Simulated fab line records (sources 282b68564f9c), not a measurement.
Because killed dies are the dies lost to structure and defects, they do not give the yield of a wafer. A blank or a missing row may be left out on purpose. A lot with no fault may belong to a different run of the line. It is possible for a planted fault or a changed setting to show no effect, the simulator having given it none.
Which tool is to blame? || flow rit cmos || 42 wafers from 14 lots sampled at 2 of the route's 202 steps

## WHAT EACH GAUGE READ, for each wafer
Not one reading of a measure or inspect step in the record can be checked against a usual standard deviation.

## EACH LOT AND THE TOOL THAT RAN IT (in order: tool; ch and the chambers of the sampled wafers; start)
{"lot": "L892", "RIT_GATE_CLEAN_04": "wet bench-03 ch 3, day 2 12:02", "RIT_M1_PROBE_99": "-"}
{"lot": "L894", "RIT_GATE_CLEAN_04": "wet bench-01 ch 0, day 2 18:25", "RIT_M1_PROBE_99": "-"}
{"lot": "L895", "RIT_GATE_CLEAN_04": "wet bench-03 ch 1, day 2 23:58", "RIT_M1_PROBE_99": "-"}
{"lot": "L896", "RIT_GATE_CLEAN_04": "wet bench-04 ch 1, day 3 05:26", "RIT_M1_PROBE_99": "-"}
{"lot": "L898", "RIT_GATE_CLEAN_04": "wet bench-03 ch 1, day 3 15:49", "RIT_M1_PROBE_99": "-"}
{"lot": "L899", "RIT_GATE_CLEAN_04": "wet bench-03 ch 1, day 3 20:49", "RIT_M1_PROBE_99": "-"}
{"lot": "L904", "RIT_GATE_CLEAN_04": "wet bench-03 ch 2, day 4 22:28", "RIT_M1_PROBE_99": "prober-02, day 6 01:39"}
{"lot": "L905", "RIT_GATE_CLEAN_04": "wet bench-03 ch 0, day 5 02:11", "RIT_M1_PROBE_99": "-"}
{"lot": "L906", "RIT_GATE_CLEAN_04": "wet bench-01 ch 1, day 5 06:21", "RIT_M1_PROBE_99": "prober-02, day 6 08:09"}
{"lot": "L907", "RIT_GATE_CLEAN_04": "wet bench-01 ch 2, day 5 12:45", "RIT_M1_PROBE_99": "-"}
{"lot": "L911", "RIT_GATE_CLEAN_04": "wet bench-04 ch 3, day 6 08:42", "RIT_M1_PROBE_99": "prober-01, day 8 00:06"}
{"lot": "L912", "RIT_GATE_CLEAN_04": "wet bench-01 ch 1, day 6 14:48", "RIT_M1_PROBE_99": "prober-02, day 8 10:40"}
{"lot": "L913", "RIT_GATE_CLEAN_04": "wet bench-01 ch 1, day 7 04:04", "RIT_M1_PROBE_99": "-"}
{"lot": "L915", "RIT_GATE_CLEAN_04": "wet bench-04 ch 2, day 7 22:08", "RIT_M1_PROBE_99": "-"}
- RIT_GATE_CLEAN_04: cleans in dHF, time 60 s.
- RIT_M1_PROBE_99

## AS READ BY THE TOOLS THEMSELVES (means over the sampled wafers that have a number; for cases with no such wafer, the mark the record gives instead)
RIT_GATE_CLEAN_04. Usual: run length s 86.9 s, standard deviation 2.8.
{"lot": "L892", "tool": "wet bench-03", "run length s (s)": 84.3, "flag": ""}
{"lot": "L894", "tool": "wet bench-01", "run length s (s)": 86.5, "flag": ""}
{"lot": "L895", "tool": "wet bench-03", "run length s (s)": 93.8, "flag": ""}
{"lot": "L896", "tool": "wet bench-04", "run length s (s)": 85.4, "flag": ""}
{"lot": "L898", "tool": "wet bench-03", "run length s (s)": 87.1, "flag": ""}
{"lot": "L899", "tool": "wet bench-03", "run length s (s)": 88.8, "flag": ""}
{"lot": "L904", "tool": "wet bench-03", "run length s (s)": 143.8, "flag": "OFF"}
{"lot": "L905", "tool": "wet bench-03", "run length s (s)": 144.5, "flag": "OFF"}
{"lot": "L906", "tool": "wet bench-01", "run length s (s)": 85.5, "flag": ""}
{"lot": "L907", "tool": "wet bench-01", "run length s (s)": 85.2, "flag": ""}
{"lot": "L911", "tool": "wet bench-04", "run length s (s)": 86.1, "flag": ""}
{"lot": "L912", "tool": "wet bench-01", "run length s (s)": 85.3, "flag": ""}
{"lot": "L913", "tool": "wet bench-01", "run length s (s)": 85.9, "flag": ""}
{"lot": "L915", "tool": "wet bench-04", "run length s (s)": 86.3, "flag": ""}

RIT_M1_PROBE_99. Usual: killed at contacts 0.1, standard deviation 0.25; killed at front end 7, standard deviation 3.3; killed dies 7, standard deviation 3.2; killed open 3.6, standard deviation 2.2; killed short 3.5, standard deviation 2.
{"lot": "L904", "tool": "prober-02", "killed at contacts": 0.0, "killed at front end": 4, "killed dies": 4, "killed open": 2.0, "killed short": 2.0, "flag": ""}
{"lot": "L906", "tool": "prober-02", "killed at contacts": 0.0, "killed at front end": 10, "killed dies": 10, "killed open": 6.0, "killed short": 3.7, "flag": ""}
{"lot": "L911", "tool": "prober-01", "killed at contacts": 0.0, "killed at front end": 8, "killed dies": 8, "killed open": 5.7, "killed short": 2.3, "flag": ""}
{"lot": "L912", "tool": "prober-02", "killed at contacts": 0.0, "killed at front end": 9, "killed dies": 9, "killed open": 4.0, "killed short": 5.3, "flag": ""}

## THE ANSWER, worked out from the rows above alone
Rule: lot off if the mean of its wafers having a number is beyond 3 standard deviations from the usual mean. A lot without any number at a reading at which 4 lots or more have one is off too. Where the step has rows for the other lots, those lots are counted as sound. First the gauges in route order, then the tools' own readings, where a lot's mean is used as printed above. At the first step where some lot is off, the reading lying furthest off is the one used; lots without a number count as furthest.
Off: L904, L905, at RIT_GATE_CLEAN_04 (run length s).
If a tool, at that step or one of the process steps before it, ran each lot that is off and ran no sound lot following the first of them, it fits. One fits: wet bench-03 at RIT_GATE_CLEAN_04. A fault onset in the window from L899 (day 3 20:49, its last sound lot) to L904 (day 4 22:28, its first lot off) fits.
The tool's own readings at RIT_GATE_CLEAN_04 bear it out: on the lots that are off they differ by more than 5 times the standard deviation of the sound lots' means. run length s reads 144.2 s there against 86.7 s on the sound lots.

## WHAT HAD BEEN PUT IN BY THE SIMULATOR
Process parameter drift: wet bench-03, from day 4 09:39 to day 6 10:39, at RIT_GATE_CLEAN_04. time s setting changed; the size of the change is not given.
Shown lots that were struck: L904, L905. The same result came from the rule above.
